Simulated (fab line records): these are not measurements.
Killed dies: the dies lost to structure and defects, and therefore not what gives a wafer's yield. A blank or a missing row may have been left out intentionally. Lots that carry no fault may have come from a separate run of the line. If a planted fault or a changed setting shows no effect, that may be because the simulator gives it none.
Which tool was responsible?	flow berkeleyCmos170	14 lots, 42 wafers sampled, at 7 steps of a route of 331

## WHAT THE GAUGES SHOWED, per wafer
UCB170_NLDD_OVL_MEAS_07. Usual: for NLDD_OVL the level is 1 nm and the standard deviation is 5.8.
lot	measured	on	NLDD_OVL (nm)	flag
L906	day 7 15:54	overlay-01	7 2 -4	
L908	day 7 22:38	overlay-02	-3 -4 3	
L907	day 7 23:37	overlay-02	0 -5 -3	
L910	day 8 11:28	overlay-02	5 10 6	
L912	day 8 11:43	overlay-01	-2 2 -2	
L911	day 8 11:43	overlay-02	4 -3 -4	
L913	day 9 12:55	overlay-02	-10 -8 -6	
L919	day 9 20:37	overlay-02	1 2 6	
L915	day 10 00:49	overlay-01	-6 -4 5	
L918	day 10 01:03	overlay-01	-4 1 -6	
L916	day 10 01:22	overlay-02	-1 6 4	
L926	day 11 12:27	overlay-02	2 2 2	
L927	day 11 12:43	overlay-01	2 4 3	
L928	day 11 20:51	overlay-01	10 -1 2	

UCB170_CONTACT_CD_MEAS_15 targets a cd of 700 nm. Usual: cdNm at 699.7 nm, with a standard deviation of 1.3.
lot	measured	on	cdNm (nm)	flag
L906	day 8 13:48	cdSem-01	699.8 699.8 699.3	
L908	day 8 17:18	cdSem-01	696.9 698.2 698.5	
L907	day 8 19:35	cdSem-02	699.2 699.4 697.4	
L910	day 9 05:11	cdSem-01	702.6 702.5 702.6	
L912	day 9 09:05	cdSem-01	700.1 700.1 699.5	
L911	day 9 05:23	cdSem-02	700.0 697.5 697.9	
L913	day 10 05:11	cdSem-02	697.5 696.9 698.0	
L919	day 10 13:36	cdSem-02	700.1 699.7 699.5	
L915	day 10 18:43	cdSem-02	700.6 700.4 701.1	
L918	day 10 20:31	cdSem-01	699.2 700.3 700.5	
L916	day 10 21:20	cdSem-01	699.8 699.2 699.7	
L926	day 12 05:59	cdSem-02	700.7 699.5 700.9	
L927	day 12 10:23	cdSem-01	698.9 698.8 699.3	
L928	day 12 13:55	cdSem-01	702.6 701.1 703.5	

UCB170_M1_RS_MEAS_01: measures by four-point-probe. Usual: for M1_AL_RS the level is 0.0487 ohm/sq and the standard deviation is 0.00055.
lot	measured	on	M1_AL_RS (ohm/sq)	flag
L906	day 8 14:39	filmMetro-03	0.0493 0.0493 0.0492	
L908	day 8 18:04	filmMetro-02	0.0486 0.0483 0.0482	
L907	day 8 22:00	filmMetro-01	0.0493 0.0498 0.0491	
L910	day 9 07:41	filmMetro-01	0.0485 0.0493 0.0485	
L912	day 9 09:52	filmMetro-03	0.0479 0.0485 0.0487	
L911	day 9 07:40	filmMetro-03	0.0484 0.0485 0.0476	
L913	day 10 05:59	filmMetro-02	0.0488 0.0483 0.0499	
L919	day 10 14:29	filmMetro-01	0.0496 0.0493 0.0486	
L915	day 10 19:29	filmMetro-03	0.0512 0.0522 0.0520	OFF
L918	day 10 21:19	filmMetro-03	0.0492 0.0481 0.0480	
L916	day 10 22:28	filmMetro-03	0.0526 0.0526 0.0518	OFF
L926	day 12 06:46	filmMetro-01	0.0476 0.0480 0.0484	
L927	day 12 11:19	filmMetro-02	0.0484 0.0489 0.0484	
L928	day 12 14:53	filmMetro-02	0.0484 0.0488 0.0491	

UCB170_M1_THK_MEAS_02: measures by xrf. Usual: for M1_AL_THK the level is 596 nm and the standard deviation is 7.1.
lot	measured	on	M1_AL_THK (nm)	flag
L906	day 8 14:46	filmMetro-03	588 588 589	
L908	day 8 18:11	filmMetro-02	601 599 603	
L907	day 8 22:06	filmMetro-01	588 582 592	
L910	day 9 07:47	filmMetro-01	598 587 596	
L912	day 9 09:59	filmMetro-03	608 596 598	
L911	day 9 07:47	filmMetro-03	599 603 608	
L913	day 10 06:06	filmMetro-02	593 600 580	
L919	day 10 14:34	filmMetro-01	582 589 598	
L915	day 10 19:36	filmMetro-03	566 554 560	OFF
L918	day 10 21:26	filmMetro-03	591 603 606	
L916	day 10 22:35	filmMetro-03	552 551 560	OFF
L926	day 12 06:53	filmMetro-01	607 603 598	
L927	day 12 11:25	filmMetro-02	603 597 603	
L928	day 12 14:59	filmMetro-02	604 598 597	

UCB170_M2_THK_MEAS_03: measures by xrf. Usual: for M2_AL_THK the level is 901 nm and the standard deviation is 8.5.
lot	measured	on	M2_AL_THK (nm)	flag
L906	day 8 22:33	filmMetro-01	916 899 900	
L908	day 9 03:01	filmMetro-02	899 909 898	
L907	day 9 06:29	filmMetro-01	887 893 896	
L910	day 9 15:45	filmMetro-02	908 896 894	
L912	day 9 18:16	filmMetro-02	897 901 906	
L911	day 9 14:16	filmMetro-04	910 902 919	
L913	day 10 11:56	filmMetro-04	896 906 897	
L919	day 10 20:38	filmMetro-04	890 907 896	
L915	day 11 04:57	filmMetro-04	884 898 898	
L918	day 11 05:29	filmMetro-02	887 893 896	
L916	day 11 07:57	filmMetro-02	902 902 906	
L926	day 12 13:56	filmMetro-04	913 908 917	
L927	day 12 18:55	filmMetro-04	896 910 905	
L928	day 12 20:35	filmMetro-01	885 885 884	

## TOOL THAT RAN EACH LOT (tool first, then ch and the chambers of the sampled wafers, then the start)
lot	UCB170_M1_SPUTTER_00	UCB170_M1_METAL_ETCH_12
L906	pvdSputter-01, day 8 14:34	rieMetal-01 ch 0,1, day 8 16:13
L908	pvdSputter-03, day 8 18:01	rieMetal-03 ch 0, day 8 19:55
L907	pvdSputter-01, day 8 21:54	rieMetal-01 ch 0,1, day 9 00:28
L910	pvdSputter-02, day 9 07:36	rieMetal-01 ch 0,1, day 9 09:55
L912	pvdSputter-02, day 9 09:48	rieMetal-04 ch 0,1, day 9 11:59
L911	pvdSputter-03, day 9 07:36	rieMetal-03 ch 0,1, day 9 09:46
L913	pvdSputter-02, day 10 05:55	rieMetal-01 ch 0,1, day 10 07:14
L919	pvdSputter-02, day 10 14:16	rieMetal-04 ch 0,1, day 10 15:49
L915	pvdSputter-02, day 10 19:25	rieMetal-03 ch 0,1, day 10 21:55
L918	pvdSputter-01, day 10 21:15	rieMetal-04 ch 0,1, day 10 22:56
L916	pvdSputter-02, day 10 22:23	rieMetal-03 ch 0,1, day 11 01:23
L926	pvdSputter-01, day 12 06:43	rieMetal-03 ch 1, day 12 08:38
L927	pvdSputter-01, day 12 11:14	rieMetal-03 ch 0,1, day 12 13:28
L928	pvdSputter-01, day 12 14:48	rieMetal-03 ch 0,1, day 12 16:05
- UCB170_M1_SPUTTER_00: material Al, target thk 600 nm, time 80 s.
- UCB170_M1_METAL_ETCH_12: etches Al in Cl2/BCl3, stops on PSG, target depth 780 nm, time 130 s.

## WHAT THE TOOLS THEMSELVES READ (means of the sampled wafers that have a number; where no wafer has one, the mark that the record gives instead)
UCB170_M1_SPUTTER_00. Usual: throttleValvePct at 30.1 %, with a standard deviation of 0.91.
lot	tool	throttleValvePct (%)	flag
L906	pvdSputter-01	29.2	
L908	pvdSputter-03	28.9	
L907	pvdSputter-01	30.8	
L910	pvdSputter-02	30.9	
L912	pvdSputter-02	30.4	
L911	pvdSputter-03	29.5	
L913	pvdSputter-02	30.5	
L919	pvdSputter-02	30.4	
L915	pvdSputter-02	30.1	
L918	pvdSputter-01	30.2	
L916	pvdSputter-02	30.3	
L926	pvdSputter-01	30.0	
L927	pvdSputter-01	31.2	
L928	pvdSputter-01	30.9	

UCB170_M1_METAL_ETCH_12. Usual: chamberPressureMTorr 12.001 mTorr, standard deviation 0.011; drypumpMotorCurrentA 5.6 A, standard deviation 0.35; oesProductAu 0.860 a.u., standard deviation 0.013; throttleValvePct 24.46 %, standard deviation 0.21.
lot	tool	chamberPressureMTorr (mTorr)	drypumpMotorCurrentA (A)	oesProductAu (a.u.)	throttleValvePct (%)	flag
L906	rieMetal-01	12.017	5.3	0.845	24.57	
L908	rieMetal-03	11.996	5.3	0.855	24.48	
L907	rieMetal-01	12.001	5.5	0.845	24.35	
L910	rieMetal-01	11.999	5.5	0.860	24.36	
L912	rieMetal-04	11.993	6.0	0.867	24.52	
L911	rieMetal-03	12.002	5.4	0.858	24.46	
L913	rieMetal-01	11.996	5.5	0.861	24.37	
L919	rieMetal-04	12.000	6.0	0.860	24.52	
L915	rieMetal-03	11.995	5.4	0.822	24.48	
L918	rieMetal-04	12.003	6.1	0.873	24.40	
L916	rieMetal-03	11.994	5.6	0.827	24.46	
L926	rieMetal-03	12.011	5.6	0.867	24.42	
L927	rieMetal-03	12.011	5.5	0.861	24.44	
L928	rieMetal-03	12.005	5.5	0.853	24.47	

## THE ANSWER, worked out from the rows above alone
Rule: take the mean of a lot's wafers that have a number; if it is more than 3 standard deviations from the usual mean, the lot is off. A lot without any number at a reading at which 4 lots or more have one is off too. All remaining lots with rows at the step are treated as sound. Order of review: gauges by route order, followed by the tools' own readings, for which a lot's mean as printed above is used. The first step at which some lot is off is used, and at that step the reading that is off furthest; a lot without a number counts as furthest.
Off: at UCB170_M1_RS_MEAS_01 (M1_AL_RS), L915, L916.
If a tool, at a process step before that reading, ran all the lots that are off and no sound lot after the first of them, it fits. The gauges at UCB170_M1_RS_MEAS_01 are tried like those tools. One fits: pvdSputter-02 at UCB170_M1_SPUTTER_00. A fault onset in the window from L919 (day 10 14:16, its last sound lot) to L915 (day 10 19:25, its first lot off) fits.

## WHAT THE SIMULATOR HAD INSERTED
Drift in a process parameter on pvdSputter-02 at UCB170_M1_SPUTTER_00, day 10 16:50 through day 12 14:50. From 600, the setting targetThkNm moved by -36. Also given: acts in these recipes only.
Lots struck among those shown: L915, L916. The same result came from the rule above.
